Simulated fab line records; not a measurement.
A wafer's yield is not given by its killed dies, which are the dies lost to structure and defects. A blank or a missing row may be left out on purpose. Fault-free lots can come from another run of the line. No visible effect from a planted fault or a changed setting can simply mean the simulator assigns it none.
Which tool did it?	flow berkeley cmos170	45 wafers from 15 lots sampled at 2 of the route's 331 steps

== WHAT THE GAUGES READ, wafer by wafer ==
UCB170_M1_CD_MEAS_09 targets a cd of 700 nm.
lot	measured	on	cd nm (nm)
L776	day 8 15:13	cd sem-02	701.2 702.0 701.2
L780	day 10 02:14	cd sem-02	700.7 701.3 700.8
L781	day 10 02:34	cd sem-02	700.2 698.9 699.4
L778	day 10 04:08	cd sem-02	698.7 698.7 698.3
L779	day 10 04:30	cd sem-01	701.7 701.0 701.1
L783	day 10 19:36	cd sem-02	699.9 700.8 701.3
L782	day 10 20:37	cd sem-02	701.2 700.4 700.3
L786	day 11 17:25	cd sem-02	700.3 699.5 699.2
L791	day 12 23:56	cd sem-02	700.9 699.8 701.1
L790	day 13 00:14	cd sem-02	701.5 701.0 700.3
L792	day 13 00:54	cd sem-01	700.4 700.8 701.5
L794	day 13 23:55	cd sem-01	700.3 701.8 701.6
L796	day 14 13:47	cd sem-02	701.5 701.6 700.0
L799	day 14 15:25	cd sem-02	702.2 700.6 701.1
L798	day 14 17:41	cd sem-02	701.4 699.8 700.4

== WHAT TOOL EACH LOT RAN ON (gives the tool, then ch and the chambers of the sampled wafers, and finally the start) ==
lot	UCB170_M1_SPUTTER_00
L776	pvd sputter-02, day 8 14:00
L780	pvd sputter-03, day 10 01:10
L781	pvd sputter-02, day 10 01:29
L778	pvd sputter-01, day 10 03:01
L779	pvd sputter-03, day 10 03:17
L783	pvd sputter-02, day 10 18:20
L782	pvd sputter-01, day 10 19:20
L786	pvd sputter-02, day 11 16:18
L791	pvd sputter-02, day 12 21:47
L790	pvd sputter-03, day 12 22:19
L792	pvd sputter-01, day 12 22:28
L794	pvd sputter-02, day 13 21:58
L796	pvd sputter-03, day 14 11:32
L799	pvd sputter-01, day 14 13:59
L798	pvd sputter-02, day 14 16:34
- UCB170_M1_SPUTTER_00: material Al, target thk 600 nm, time 80 s.

== AS READ BY THE TOOLS THEMSELVES (means over the sampled wafers that have a number; for cases with no such wafer, the mark the record gives instead) ==
UCB170_M1_SPUTTER_00.
lot	tool	throttle valve pct (%)
L776	pvd sputter-02	29.6
L780	pvd sputter-03	30.0
L781	pvd sputter-02	29.2
L778	pvd sputter-01	30.4
L779	pvd sputter-03	29.4
L783	pvd sputter-02	29.4
L782	pvd sputter-01	29.9
L786	pvd sputter-02	30.1
L791	pvd sputter-02	30.2
L790	pvd sputter-03	30.1
L792	pvd sputter-01	30.9
L794	pvd sputter-02	29.3
L796	pvd sputter-03	29.4
L799	pvd sputter-01	30.4
L798	pvd sputter-02	29.8

== THE ANSWER, worked out from the rows above alone ==
Rule: what is usual is taken from the lots themselves. The widest of any qualifying gaps counts: lots, ordered by their means at a reading, are off when they make up no more than a third of the lots, leave a main group of 4 or more, and stand apart from it by 3 or more times the standard deviation of that group's means. The tables above print the reading to a certain number of digits; a main group whose means all agree to those digits is not used. A lot without any number at a reading at which 4 lots or more have one is off too. All remaining lots with rows at the step are treated as sound. After the gauges, taken in route order, come the tools' own readings; for these a lot's mean is taken, as printed above. At the first step where some lot is off, the reading lying furthest off is the one used; lots without a number count as furthest.
None of the lots is off at any reading shown; this tells nothing.

== WHAT WAS PUT IN BY THE SIMULATOR ==
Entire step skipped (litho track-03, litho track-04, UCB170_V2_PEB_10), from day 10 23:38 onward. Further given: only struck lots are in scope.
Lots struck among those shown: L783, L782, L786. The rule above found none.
